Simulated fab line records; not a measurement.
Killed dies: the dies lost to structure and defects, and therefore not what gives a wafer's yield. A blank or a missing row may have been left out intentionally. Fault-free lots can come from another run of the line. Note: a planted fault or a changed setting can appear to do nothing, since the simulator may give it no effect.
Which tool is to blame? + flow berkeley cmos170 + Sampling: 14 lots, 42 wafers, 6 of 331 route steps

WHAT THE GAUGES READ, wafer by wafer
UCB170_GATE_THK_MEAS_05.
| lot  | measured     | on            | GATE_POLY_THK (nm) |
|------|--------------|---------------|--------------------|
| L495 | day 6 18:37  | film metro-01 | 211.6 209.9 209.8  |
| L496 | day 7 07:06  | film metro-04 | 211.6 210.3 212.3  |
| L497 | day 7 07:06  | film metro-01 | 212.7 214.0 213.7  |
| L499 | day 7 21:23  | film metro-01 | 214.5 214.2 212.5  |
| L500 | day 7 21:24  | film metro-03 | 211.4 213.9 213.2  |
| L503 | day 8 22:08  | film metro-03 | 211.2 212.9 211.9  |
| L504 | day 8 22:08  | film metro-01 | 213.6 213.8 212.8  |
| L501 | day 8 22:10  | film metro-04 | 216.6 213.6 215.1  |
| L510 | day 10 04:40 | film metro-01 | 211.6 211.6 210.5  |
| L509 | day 10 04:43 | film metro-04 | 211.7 211.8 211.0  |
| L513 | day 10 18:07 | film metro-03 | 213.2 214.0 213.9  |
| L514 | day 11 06:07 | film metro-04 | 215.8 215.2 213.9  |
| L516 | day 11 20:52 | film metro-04 | 216.1 216.1 216.6  |
| L515 | day 11 20:55 | film metro-01 | 213.2 215.1 213.1  |

UCB170_NLDD_TW_MEAS_11.
| lot  | measured     | on            | NLDD_TW        |
|------|--------------|---------------|----------------|
| L495 | day 7 00:16  | film metro-02 | 2186 2199 2196 |
| L496 | day 7 14:28  | film metro-03 | 2203 2207 2224 |
| L497 | day 7 15:14  | film metro-03 | 2199 2198 2192 |
| L499 | day 8 07:04  | film metro-01 | 2248 2258 2254 |
| L500 | day 8 05:41  | film metro-02 | 2182 2175 2197 |
| L503 | day 9 03:49  | film metro-03 | 2228 2223 2231 |
| L504 | day 9 04:05  | film metro-01 | 2257 2237 2250 |
| L501 | day 9 04:07  | film metro-03 | 2223 2225 2222 |
| L510 | day 10 11:56 | film metro-03 | 2153 2154 2154 |
| L509 | day 10 11:40 | film metro-03 | 2211 2213 2224 |
| L513 | day 11 01:49 | film metro-03 | 2163 2145 2150 |
| L514 | day 11 11:00 | film metro-01 | 2254 2245 2238 |
| L516 | day 12 02:47 | film metro-02 | 2201 2202 2195 |
| L515 | day 12 03:26 | film metro-01 | 2240 2245 2242 |

UCB170_SDANNEAL_RS_MEAS_05: measures by four-point-probe.
| lot  | measured     | on            | NLDD_RS (ohm/sq)  |
|------|--------------|---------------|-------------------|
| L495 | day 7 13:07  | film metro-02 | 614.2 613.2 613.2 |
| L496 | day 8 02:50  | film metro-03 | 614.5 613.1 611.9 |
| L497 | day 8 03:20  | film metro-01 | 612.7 613.0 614.9 |
| L499 | day 8 19:44  | film metro-02 | 614.2 614.6 614.5 |
| L500 | day 8 19:30  | film metro-03 | 613.5 614.4 613.3 |
| L503 | day 9 20:01  | film metro-01 | 612.6 613.5 612.6 |
| L504 | day 9 20:08  | film metro-03 | 613.2 615.2 613.1 |
| L501 | day 9 20:30  | film metro-02 | 613.6 612.9 614.0 |
| L510 | day 11 00:48 | film metro-01 | 661.5 661.6 663.7 |
| L509 | day 11 01:05 | film metro-03 | 613.3 611.8 614.7 |
| L513 | day 11 13:44 | film metro-03 | 663.7 663.3 662.0 |
| L514 | day 11 22:59 | film metro-01 | 613.0 613.2 613.8 |
| L516 | day 12 14:37 | film metro-02 | 612.0 616.1 614.7 |
| L515 | day 12 15:10 | film metro-03 | 615.0 613.8 614.6 |

UCB170_V2_BOW_MEAS_03.
| lot  | measured     | on            | V2_BOW (um) |
|------|--------------|---------------|-------------|
| L495 | day 8 10:46  | film metro-01 | 36 29 53    |
| L496 | day 8 19:22  | film metro-01 | 24 34 32    |
| L497 | day 8 19:07  | film metro-04 | 32 33 39    |
| L499 | day 9 13:44  | film metro-04 | 32 31 46    |
| L500 | day 9 13:22  | film metro-03 | 43 33 24    |
| L503 | day 10 12:37 | film metro-03 | 48 35 50    |
| L504 | day 10 15:20 | film metro-04 | 47 28 33    |
| L501 | day 10 15:51 | film metro-03 | 33 41 34    |
| L510 | day 11 14:30 | film metro-01 | 31 34 26    |
| L509 | day 11 18:17 | film metro-01 | 30 44 47    |
| L513 | day 12 05:34 | film metro-04 | 39 41 29    |
| L514 | day 12 13:40 | film metro-01 | 34 29 35    |
| L516 | day 13 09:03 | film metro-03 | 40 39 42    |
| L515 | day 13 07:56 | film metro-04 | 47 42 37    |

WHAT TOOL EACH LOT RAN ON (gives the tool, then ch and the chambers of the sampled wafers, and finally the start)
| lot  | UCB170_NLDD_IMPLANT_08          | UCB170_NSD_SOFTBAKE_02            |
|------|---------------------------------|-----------------------------------|
| L495 | implanter-01 ch 0, day 6 23:53  | litho track-03 ch 0, day 7 09:52  |
| L496 | implanter-03 ch 0, day 7 14:04  | litho track-04 ch 0, day 7 23:15  |
| L497 | implanter-01 ch 0, day 7 14:50  | litho track-01 ch 0, day 7 23:47  |
| L499 | implanter-03 ch 0, day 8 06:40  | litho track-04 ch 0, day 8 17:12  |
| L500 | implanter-04 ch 0, day 8 05:19  | litho track-01 ch 0, day 8 16:59  |
| L503 | implanter-03 ch 0, day 9 03:25  | litho track-04 ch 0, day 9 16:45  |
| L504 | implanter-04 ch 0, day 9 03:41  | litho track-03 ch 0, day 9 16:46  |
| L501 | implanter-01 ch 0, day 9 03:44  | litho track-01 ch 0, day 9 17:05  |
| L510 | implanter-04 ch 0, day 10 11:35 | litho track-01 ch 0, day 10 21:58 |
| L509 | implanter-01 ch 0, day 10 11:17 | litho track-03 ch 0, day 10 21:56 |
| L513 | implanter-04 ch 0, day 11 01:25 | litho track-01 ch 0, day 11 10:49 |
| L514 | implanter-01 ch 0, day 11 10:35 | litho track-04 ch 0, day 11 20:11 |
| L516 | implanter-03 ch 0, day 12 02:23 | litho track-03 ch 0, day 12 11:25 |
| L515 | implanter-01 ch 0, day 12 03:04 | litho track-01 ch 0, day 12 12:02 |
- UCB170_NLDD_IMPLANT_08
- UCB170_NSD_SOFTBAKE_02: time 62.12 s.

AS READ BY THE TOOLS THEMSELVES (means over the sampled wafers that have a number; for cases with no such wafer, the mark the record gives instead)
UCB170_NLDD_IMPLANT_08.
| lot  | tool         | beam on s (s) | dose ions cm2 | faraday current uA |
|------|--------------|---------------|---------------|--------------------|
| L495 | implanter-01 | 9.99          | 5e+13         | 158.4              |
| L496 | implanter-03 | 10.14         | 5e+13         | 156.7              |
| L497 | implanter-01 | 10.01         | 5e+13         | 157.9              |
| L499 | implanter-03 | 10.10         | 5e+13         | 156.9              |
| L500 | implanter-04 | 10.02         | 5e+13         | 158.2              |
| L503 | implanter-03 | 9.92          | 5e+13         | 159.5              |
| L504 | implanter-04 | 10.00         | 5e+13         | 158.8              |
| L501 | implanter-01 | 10.11         | 5e+13         | 156.9              |
| L510 | implanter-04 | 10.13         | 4e+13         | 122.4              |
| L509 | implanter-01 | 10.20         | 5e+13         | 155.5              |
| L513 | implanter-04 | 9.95          | 4e+13         | 124.1              |
| L514 | implanter-01 | 10.22         | 5e+13         | 155.2              |
| L516 | implanter-03 | 10.14         | 5e+13         | 156.3              |
| L515 | implanter-01 | 10.17         | 5e+13         | 155.9              |

UCB170_NSD_SOFTBAKE_02.
| lot  | tool           | plate sensor t centre C (C) | plate sensor t edge C (C) |
|------|----------------|-----------------------------|---------------------------|
| L495 | litho track-03 | 131.40                      | 131.53                    |
| L496 | litho track-04 | 131.41                      | 131.53                    |
| L497 | litho track-01 | 131.41                      | 131.53                    |
| L499 | litho track-04 | 131.41                      | 131.52                    |
| L500 | litho track-01 | 131.40                      | 131.53                    |
| L503 | litho track-04 | 131.41                      | 131.54                    |
| L504 | litho track-03 | 131.41                      | 131.53                    |
| L501 | litho track-01 | 131.41                      | 131.54                    |
| L510 | litho track-01 | 131.40                      | 131.53                    |
| L509 | litho track-03 | 131.41                      | 131.53                    |
| L513 | litho track-01 | 131.41                      | 131.54                    |
| L514 | litho track-04 | 131.41                      | 131.53                    |
| L516 | litho track-03 | 131.40                      | 131.54                    |
| L515 | litho track-01 | 131.40                      | 131.53                    |

THE ANSWER, worked out from the rows above alone
Rule: the usual values come from the lots themselves. The widest of any qualifying gaps counts: lots, ordered by their means at a reading, are off when they make up no more than a third of the lots, leave a main group of 4 or more, and stand apart from it by 3 or more times the standard deviation of that group's means. The tables above print the reading to a certain number of digits; a main group whose means all agree to those digits is not used. Also off: a lot with no number at a reading for which 4 or more lots have one. Any other lot the step has rows for is counted as sound. After the gauges, taken in route order, come the tools' own readings; for these a lot's mean is taken, as printed above. The first step at which some lot is off is used, and at that step the reading that is off furthest; a lot without a number counts as furthest.
Off: L510, L513, seen at UCB170_SDANNEAL_RS_MEAS_05 (NLDD_RS). Main group: mean 613.7 ohm/sq, sd 0.48.
If a tool, at a process step before that reading, ran all the lots that are off and no sound lot after the first of them, it fits. Not tried: the gauges at UCB170_SDANNEAL_RS_MEAS_05; whatever is off there is also off at UCB170_NLDD_IMPLANT_08, on other tools, and gauge error can't account for it. One candidate fits, namely implanter-04 at UCB170_NLDD_IMPLANT_08. Its last sound lot is L504 (day 9 03:41), its first lot that is off L510 (day 10 11:35): a fault that began between those two fits.
The tool's own readings at UCB170_NLDD_IMPLANT_08 bear it out: on the lots that are off they differ by more than 5 times the standard deviation of the sound lots' means. dose ions cm2 reads 4e+13 there against 5e+13 on the sound lots; faraday current uA reads 123.2 there against 157.2 on the sound lots.

WHAT WAS PUT IN BY THE SIMULATOR
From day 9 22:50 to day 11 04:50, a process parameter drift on implanter-04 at UCB170_NLDD_IMPLANT_08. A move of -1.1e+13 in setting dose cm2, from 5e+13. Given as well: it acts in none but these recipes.
Shown lots that were struck: L510, L513. Same finding as the rule above.
